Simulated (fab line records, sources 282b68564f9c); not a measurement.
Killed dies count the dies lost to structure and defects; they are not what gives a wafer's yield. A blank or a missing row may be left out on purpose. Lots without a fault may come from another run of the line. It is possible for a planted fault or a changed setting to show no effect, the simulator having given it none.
fab line records -- flow rit_cmos
record lots=5, wafers=15, last_day=7
route steps=202 shown GATE@77 FOX2@80 M1@202
lots that met no fault: taken from a fault-free run of the same line
start_h: hours from the record's first day to the start of the lot's first wafer shown -- wait_h: how many hours have passed since the lot's step before this one -- " identical to the entry in the row above -- L1.1+2: several wafers, shown together as one row -- - no value, or no start was given -- * or withheld: withheld -- < > ~ a bound
route shown NAME@n: a module of which the file shows steps, and the number in the route of the first -- usual: average and standard deviation across the fault-free wafers -- same: alike in all rows -- chamber/n: place in a boat -- sites: readings site by site -- _std_site: the standard deviation of these -- _edge_site: outer sites' mean less inner sites' -- radius_mm: for every site, how far away it sits from the centre of the wafer -- mask NAME#n: copy n -- behind: the most recent tool/chamber to have shaped the wafer -- hold: cause of the lot's hold/its duration in hours/its outcome -- device: the n, p or np transistor that did not switch -- end of line: tests of these same wafers at the route's end -- where a step has no rows: the recipe by itself -- killed: count of dies lost to structure and defects at first sort (not the wafer's yield) -- map: shows each die of a wafer: x if killed, . if not, _ if none is there
set.NAME: the setting the step ran with; set.NAME@STEP: the setting that earlier step ran with -- model.NAME: the simulator's own value behind a step, which no gauge read
a table for each step, a row for each wafer; lots at some steps of the route
services: the hour from which a tool's chamber was out of use, counted from the record's first day as start_h (under 0 if before that day), plus the number of hours and why
## steps
# step RIT_GATE_CLEAN_02
# recipe chemistry=dHF, dilution=50:1, time_s=30
# step RIT_GATE_CLEAN_03
# recipe chemistry=SC2, mix=3:3:50, time_s=600, temp_c=75, dry=n2_spin
# step RIT_GATE_CLEAN_04
# recipe chemistry=dHF, dilution=50:1, time_s=61.06, dry=n2_spin
# step RIT_FOX2_THK_MEAS_91
# recipe reads=SiO2_of_FOX2_OXIDATION_00
# usual FIELD_OXIDE_LEFT_2_THK=256/5.6
lot.wafer,tool,chamber,start_h,wait_h,FIELD_OXIDE_LEFT_2_THK[nm]
L248.3,film_metro-04,-,32.96,0.0,258
L248.5,film_metro-04,-,32.96,0.0,261
L248.6,film_metro-04,-,32.96,0.0,258
L254.2,film_metro-04,-,66.99,0.0,252
L254.4,film_metro-04,-,66.99,0.0,251
L254.6,film_metro-04,-,66.99,0.0,250
L256.2,film_metro-04,-,75.73,0.0,262
L256.4,film_metro-04,-,75.73,0.0,261
L256.6,film_metro-04,-,75.73,0.0,259
L267.2,film_metro-03,-,128.94,0.0,254
L267.3,film_metro-03,-,128.94,0.0,252
L267.4,film_metro-03,-,128.94,0.0,252
L269.2,film_metro-02,-,137.51,0.0,252
L269.5,film_metro-02,-,137.51,0.0,260
L269.6,film_metro-02,-,137.51,0.0,257
# step RIT_GATE_OXIDATION_05
# recipe temp_c=900, ambient=O2, target_thk_a=30, ox_time_s=270
# step RIT_GATE_ANNEAL_06
# recipe temp_c=900, time_s=600, ambient=N2O
# step RIT_GATE_THK_MEAS_07
# recipe reads=SiO2_of_GATE_OXIDATION_05
# usual GATE_OXIDE_THK=3.02/0.064
lot.wafer,tool,chamber,start_h,wait_h,GATE_OXIDE_THK[nm]
L248.3,film_metro-03,-,34.95,0.0,2.98
L248.5,film_metro-03,-,34.95,0.0,3.02
L248.6,film_metro-03,-,34.95,0.0,3.03
L254.2,film_metro-02,-,70.36,0.0,2.96
L254.4,film_metro-02,-,70.36,0.0,3.09
L254.6,film_metro-02,-,70.36,0.0,3.01
L256.2,film_metro-02,-,78.74,0.0,3.10
L256.4,film_metro-02,-,78.74,0.0,3.07
L256.6,film_metro-02,-,78.74,0.0,2.99
L267.2,film_metro-03,-,132.31,0.0,3.03
L267.3,film_metro-03,-,132.31,0.0,3.02
L267.4,film_metro-03,-,132.31,0.0,3.03
L269.2,film_metro-03,-,140.08,0.0,2.95
L269.5,film_metro-03,-,140.08,0.0,2.91
L269.6,film_metro-03,-,140.08,0.0,2.99
# step RIT_GATE_CVD_08
# recipe material=poly-Si, target_thk_nm=250, temp_c=610, precursor=SiH4, time_s=2220, pressure_mtorr=300, sih4_flow_sccm=100
# step RIT_GATE_THK_MEAS_09
# recipe reads=poly-Si_of_GATE_CVD_08
# usual GATE_POLY_THK=249.7/2.2
lot.wafer,tool,chamber,start_h,wait_h,GATE_POLY_THK[nm]
L248.3,film_metro-04,-,37.85,0.0,249.5
L248.5,film_metro-04,-,37.85,0.0,250.1
L248.6,film_metro-04,-,37.85,0.0,249.6
L254.2,film_metro-02,-,72.03,0.0,248.8
L254.4,film_metro-02,-,72.03,0.0,248.8
L254.6,film_metro-02,-,72.03,0.0,248.8
L256.2,film_metro-03,-,80.41,0.0,251.0
L256.4,film_metro-03,-,80.41,0.0,251.2
L256.6,film_metro-03,-,80.41,0.0,249.7
L267.2,film_metro-04,-,134.14,0.0,252.9
L267.3,film_metro-04,-,134.14,0.0,253.3
L267.4,film_metro-04,-,134.14,0.0,253.2
L269.2,film_metro-02,-,141.75,0.0,248.9
L269.5,film_metro-02,-,141.75,0.0,249.0
L269.6,film_metro-02,-,141.75,0.0,249.9
# step RIT_GATE_HMDS_10
# recipe prime_time_s=60, prime_temp_c=140
# step RIT_GATE_COAT_11
# recipe resist=NOVOLAK, spin_rpm=4250, resist_thk_nm=850
# step RIT_GATE_SOFTBAKE_12
# recipe resist=NOVOLAK, temp_c=90, time_s=60
# step RIT_GATE_EXPOSE_13
# recipe mask_id=M6, na=0.6, source_shape=conventional, sigma_outer=0.6, target_cd_nm=150, dose_mj=380
lot.wafer,tool,chamber,start_h,wait_h,mask
L248.3+5+6,iline_stepper-01,0,38.55,0.3,M6#0
L254.2+4+6,iline_stepper-02,0,72.98,0.2,M6_R1#0
L256.2+4+6,iline_stepper-01,0,81.06,0.2,M6#0
L267.2+3+4,iline_stepper-01,0,134.66,0.1,M6#0
L269.2+5+6,iline_stepper-02,0,142.40,0.2,M6#0
# step RIT_GATE_PEB_14
# recipe resist=NOVOLAK, temp_c=withheld, time_s=withheld
# step RIT_GATE_DEVELOP_15
# recipe resist=NOVOLAK, develop_time_s=50, dev_temp_c=23
# step RIT_GATE_CD_MEAS_16
# recipe target_cd_nm=150
# usual cd_nm=149.4/2.5
lot.wafer,tool,chamber,start_h,wait_h,cd_nm
L248.3,cd_sem-02,-,38.95,-,148.3
L248.5,cd_sem-02,-,38.95,-,146.2
L248.6,cd_sem-02,-,38.95,-,146.2
L254.2,cd_sem-02,-,73.38,-,162.1
L254.4,cd_sem-02,-,73.38,-,163.4
L254.6,cd_sem-02,-,73.38,-,162.9
L256.2,cd_sem-02,-,81.56,-,154.6
L256.4,cd_sem-02,-,81.56,-,152.6
L256.6,cd_sem-02,-,81.56,-,153.1
L267.2,cd_sem-02,-,135.06,-,152.4
L267.3,cd_sem-02,-,135.06,-,149.0
L267.4,cd_sem-02,-,135.06,-,150.8
L269.2,cd_sem-01,-,142.80,-,150.4
L269.5,cd_sem-01,-,142.80,-,150.7
L269.6,cd_sem-01,-,142.80,-,148.1
# step RIT_GATE_OVL_MEAS_17
# usual GATE_OVL=-1.1/1.4
lot.wafer,tool,chamber,start_h,wait_h,GATE_OVL[nm]
L248.3,overlay-02,-,39.04,0.1,-2.9
L248.5,overlay-02,-,39.04,0.1,-2.1
L248.6,overlay-02,-,39.04,0.1,-2.2
L254.2,overlay-02,-,73.49,0.1,-2.1
L254.4,overlay-02,-,73.49,0.1,-1.6
L254.6,overlay-02,-,73.49,0.1,-3.1
L256.2,overlay-02,-,81.66,0.1,-1.0
L256.4,overlay-02,-,81.66,0.1,0.0
L256.6,overlay-02,-,81.66,0.1,-2.2
L267.2,overlay-01,-,135.17,0.1,0.2
L267.3,overlay-01,-,135.17,0.1,-1.9
L267.4,overlay-01,-,135.17,0.1,0.0
L269.2,overlay-01,-,142.91,0.1,1.9
L269.5,overlay-01,-,142.91,0.1,0.4
L269.6,overlay-01,-,142.91,0.1,-0.2
# step RIT_GATE_HARDBAKE_18
# recipe resist=NOVOLAK, temp_c=140, time_s=60
# step RIT_GATE_ETCH_19
# recipe chemistry=SF6/CHF3/O2, time_s=165, SF6_flow_sccm=30, CHF3_flow_sccm=30, O2_flow_sccm=5, target=poly-Si, pressure_mtorr=40, rf_w=160, target_depth_a=3125, over_etch_frac=0.25, stop_on=SiO2
# usual drypump_motor_current_A=5.8/0.64, oes_product_au=0.858/0.011, throttle_valve_pct=10.22/0.14
lot.wafer,tool,chamber,start_h,wait_h,drypump_motor_current_A,oes_product_au,rf_hours_counter_h,throttle_valve_pct,model.GATE.cd_nm
L248.3,rie_si-01,3,39.22,0.1,5.1,0.865,165,10.28,148
L248.5,rie_si-01,2,39.22,0.1,5.1,0.873,-,10.11,146.8
L248.6,rie_si-01,1,39.22,0.1,5.3,0.848,-,10.10,146.3
L254.2,rie_si-01,1,73.67,0.1,5.3,0.847,2,10.09,162.1
L254.4,rie_si-01,2,73.67,0.1,5.2,0.868,3,10.10,163.8
L254.6,rie_si-01,2,73.67,0.1,5.1,0.856,-,10.10,162.8
L256.2,rie_si-01,3,81.92,0.1,5.1,0.874,0,10.27,154.2
L256.4,rie_si-01,0,81.92,0.1,5.7,0.863,132,10.32,152.6
L256.6,rie_si-01,2,81.92,0.1,5.1,0.863,-,10.11,153.2
L267.2,rie_si-02,0,135.47,0.1,5.7,0.872,120,10.21,152.2
L267.3,rie_si-02,1,135.47,0.1,6.4,0.850,41,10.27,148.8
L267.4,rie_si-02,3,135.47,0.1,6.5,0.859,16,10.52,150.9
L269.2,rie_si-02,3,143.09,0.1,6.5,0.863,16,10.52,150.4
L269.5,rie_si-02,1,143.09,0.1,6.4,0.844,-,10.28,150.6
L269.6,rie_si-02,2,143.09,0.1,6.9,0.865,-,10.05,148.6
# step RIT_GATE_STRIP_20
# recipe chemistry=O2, time_s=180, resist=NOVOLAK, platen_temp_c=withheld, power_w=500, pressure_mtorr=4000, o2_flow_sccm=3888
# usual drypump_motor_current_A=5.7/0.58, rf_refl_power_W=6.0/1.7
lot.wafer,tool,chamber,start_h,wait_h,drypump_motor_current_A,rf_hours_counter_h,rf_refl_power_W
L248.3,plasma_asher-03,0,39.38,0.1,5.5,-,3.6
L248.5,plasma_asher-03,1,39.38,0.1,5.6,-,5.7
L248.6,plasma_asher-03,0,39.38,0.1,5.5,-,3.5
L254.2,plasma_asher-04,1,73.78,0.1,5.6,29,6.1
L254.4,plasma_asher-04,0,73.78,0.1,4.8,-,8.0
L254.6,plasma_asher-04,0,73.78,0.1,4.8,-,8.4
L256.2,plasma_asher-03,1,82.03,0.1,5.6,46,5.4
L256.4,plasma_asher-03,1,82.03,0.1,5.6,-,5.5
L256.6,plasma_asher-03,0,82.03,0.1,5.5,-,3.1
L267.2,plasma_asher-03,1,135.58,0.1,5.6,52,5.6
L267.3,plasma_asher-03,0,135.58,0.1,5.5,-,3.6
L267.4,plasma_asher-03,1,135.58,0.1,5.6,-,5.7
L269.2,plasma_asher-02,0,143.19,0.1,6.8,49,8.7
L269.5,plasma_asher-02,0,143.19,0.1,6.8,-,8.9
L269.6,plasma_asher-02,1,143.19,0.1,6.0,-,4.6
# step RIT_M1_PROBE_99
# usual killed_at_contacts=0.1/0.35, killed_at_front_end=6.9/2.8, killed_dies=7.0/2.8, killed_open=3.4/2, killed_short=3.5/2.1
# same gross_dies=264, killed_at_M0_to_M3=0, killed_at_M4_up=0, killed_at_back_side=0, killed_at_other=0
lot.wafer,tool,chamber,start_h,wait_h,killed_at_contacts,killed_at_front_end,killed_dies,killed_open,killed_short,model.etest.pmos_0p3.r_on_ohm_um,model.etest.pmos_0p15.r_on_ohm_um,model.etest.pmos_turned.r_on_ohm_um,model.etest.nmos_0p15.r_on_ohm_um,model.etest.nmos_0p3.r_on_ohm_um,model.etest.nmos_0p15.drive_ua_um,model.etest.pmos_0p15.drive_ua_um,model.etest.npoly_line.line_ohm_um
L248.3,prober-01,-,60.22,0.2,1,7,8,4,4,6346,2780,3509,1104,2156,467.8,251.8,174
L248.5,prober-01,-,60.32,0.2,0,6,6,2,4,6328,2749,3452,1071,2136,475.4,255.3,176
L248.6,prober-01,-,60.37,0.2,0,9,9,7,2,6284,2712,3432,1067,2126,472.7,256.8,174.8
L254.2,prober-01,-,93.48,0.1,0,9,9,3,6,6495,3006,3606,1211,2240,423.9,232.5,150.9
L254.4,prober-01,-,93.58,0.2,0,9,9,4,3,6685,3117,3774,1258,2285,406.6,221.9,144.6
L254.6,prober-01,-,93.68,0.2,0,9,9,6,3,6603,3039,3698,1229,2261,416.3,227.8,147.2
L256.2,prober-01,-,102.78,0.1,0,9,9,5,4,6479,2928,3642,1169,2192,443.9,237.3,158.5
L256.4,prober-01,-,102.88,0.2,0,6,6,4,2,6230,2790,3484,1127,2124,455.6,247.9,163.2
L256.6,prober-01,-,102.98,0.2,0,11,11,8,3,6300,2859,3568,1141,2129,455.3,245.7,159.8
L267.2,prober-01,-,160.03,0.1,0,7,7,2,5,6282,2799,3518,1114,2124,468.3,249.6,163.4
L267.3,prober-01,-,160.08,0.2,0,8,8,4,4,6311,2746,3480,1083,2092,477.3,254.7,168.8
L267.4,prober-01,-,160.13,0.2,0,9,9,4,5,6243,2793,3489,1087,2098,471.5,250.3,166.2
L269.2,prober-02,-,165.11,0.1,0,6,6,5,1,6044,2675,3299,1100,2053,490,266.8,166.9
L269.5,prober-02,-,165.26,0.2,0,9,9,2,7,6096,2674,3293,1093,2047,488.4,264.2,169.1
L269.6,prober-02,-,165.31,0.2,0,9,9,5,3,6139,2682,3317,1114,2074,490.8,267.2,172.7
# killed by level:class
L248.3 GATE:geometric_particle:short=3 SPACER:geometric_particle:open=3 GATE:geometric_particle:open=1 CONTACT:geometric_particle:short=1
L248.5 GATE:geometric_particle:short=3 FOX1:geometric_particle:short=1 GATE:geometric_particle:open=1 SILICIDE:geometric_particle:open=1
L248.6 GATE:geometric_particle:open=3 REOX:geometric_particle:open=2 SILICIDE:geometric_particle:open=2 GATE:geometric_particle:short=1 SILICIDE:geometric_particle:short=1
L254.2 GATE:geometric_particle:short=2 SPACER:geometric_particle:short=2 SPACER:geometric_particle:open=2 SILICIDE:geometric_particle:short=2 GATE:geometric_particle:open=1
L254.4 SPACER:geometric_particle:open=3 GATE:geometric_particle:short=2 GATE:area_expose=2 FOX1:geometric_particle:short=1 REOX:geometric_particle:open=1
L254.6 SPACER:geometric_particle:open=3 GATE:geometric_particle:open=2 FOX1:geometric_particle:open=1 GATE:geometric_particle:short=1 REOX:geometric_particle:short=1 SILICIDE:geometric_particle:short=1
L256.2 GATE:geometric_particle:open=2 FOX1:geometric_particle:open=1 FOX1:geometric_particle:short=1 GATE:geometric_particle:short=1 REOX:geometric_particle:short=1 SPACER:geometric_particle:open=1 SILICIDE:geometric_particle:open=1 SILICIDE:geometric_particle:short=1
L256.4 FOX1:geometric_particle:open=1 FOX2:geometric_particle:open=1 GATE:geometric_particle:short=1 GATE:geometric_particle:open=1 REOX:geometric_particle:short=1 SILICIDE:geometric_particle:open=1
L256.6 SILICIDE:geometric_particle:open=4 FOX2:geometric_particle:open=2 FOX2:geometric_particle:short=1 GATE:geometric_particle:short=1 REOX:geometric_particle:open=1 REOX:geometric_particle:short=1 SPACER:geometric_particle:open=1
L267.2 GATE:geometric_particle:short=2 REOX:geometric_particle:short=1 FOX1:geometric_particle:open=1 FOX1:geometric_particle:short=1 GATE:geometric_particle:open=1 SPACER:geometric_particle:short=1
L267.3 FOX1:geometric_particle:open=2 GATE:geometric_particle:short=2 FOX1:geometric_particle:short=1 GATE:geometric_particle:open=1 SPACER:geometric_particle:short=1 SILICIDE:geometric_particle:open=1
L267.4 FOX2:geometric_particle:short=2 REOX:geometric_particle:open=2 FOX1:geometric_particle:open=1 FOX1:geometric_particle:short=1 GATE:geometric_particle:open=1 REOX:geometric_particle:short=1 SILICIDE:geometric_particle:short=1
L269.2 GATE:geometric_particle:open=3 GATE:geometric_particle:short=1 SPACER:geometric_particle:open=1 SILICIDE:geometric_particle:open=1
L269.5 GATE:geometric_particle:short=4 REOX:geometric_particle:short=2 FOX1:geometric_particle:short=1 FOX1:geometric_particle:open=1 REOX:geometric_particle:open=1
L269.6 FOX1:geometric_particle:open=2 FOX1:geometric_particle:short=1 GATE:geometric_particle:short=1 GATE:geometric_particle:open=1 REOX:geometric_particle:short=1 SPACER:geometric_particle:open=1 SILICIDE:geometric_particle:open=1 NRETRO:coat_microbubble_printed=1
## services
tool,chamber,start_h,hours,kind
rie_si-02,3,15.14,13.0,repair
rie_si-01,0,19.76,15.4,repair
rie_si-01,-,26.04,0.5,repair
plasma_asher-02,-,33.02,3.0,repair
rie_si-01,3,39.41,-,clean
rie_si-01,3,39.41,19.1,scheduled_down
rie_si-01,3,39.41,19.1,vent_cycle
iline_stepper-01,0,42.99,-,calibration
iline_stepper-01,-,50.30,4.4,pm
plasma_asher-03,-,62.49,0.7,repair
iline_stepper-02,0,71.85,-,calibration
plasma_asher-04,-,93.69,0.4,repair
rie_si-01,0,99.75,3.5,repair
plasma_asher-04,-,105.16,2.2,repair
plasma_asher-02,-,123.99,3.4,repair
rie_si-01,0,124.61,7.4,repair
## key
first_sign step=RIT_GATE_EXPOSE_13, reading=mask, direction=changed
effect step=RIT_GATE_CD_MEAS_16, reading=cd_nm, direction=up, sigmas=5.4, usual=149.4, struck=162.8
model_effect step=RIT_GATE_ETCH_19, value=GATE.cd_nm, without=147.9, struck=162.9
model_effect step=RIT_M1_PROBE_99, value=etest.pmos_0p3.r_on_ohm_um, without=6244, struck=6594
met_at RIT_GATE_EXPOSE_13
struck_wafers L254.2,L254.4,L254.6
tester_left_out L254
fault kind=wrong_mask, tool=any, chamber=-, onset_h=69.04, steps=RIT_GATE_EXPOSE_13, aux_copy=M6_R1#0, cd_offset_nm=15, scope=struck_lots_only
# tester_left_out: of these lots the tester's yield and bins aren't shown, on N5 and GAA mostly nor the transistor test; their killed dies are dies lost to structure and defects alone, not to doping, threshold or leakage, so they don't give the yield
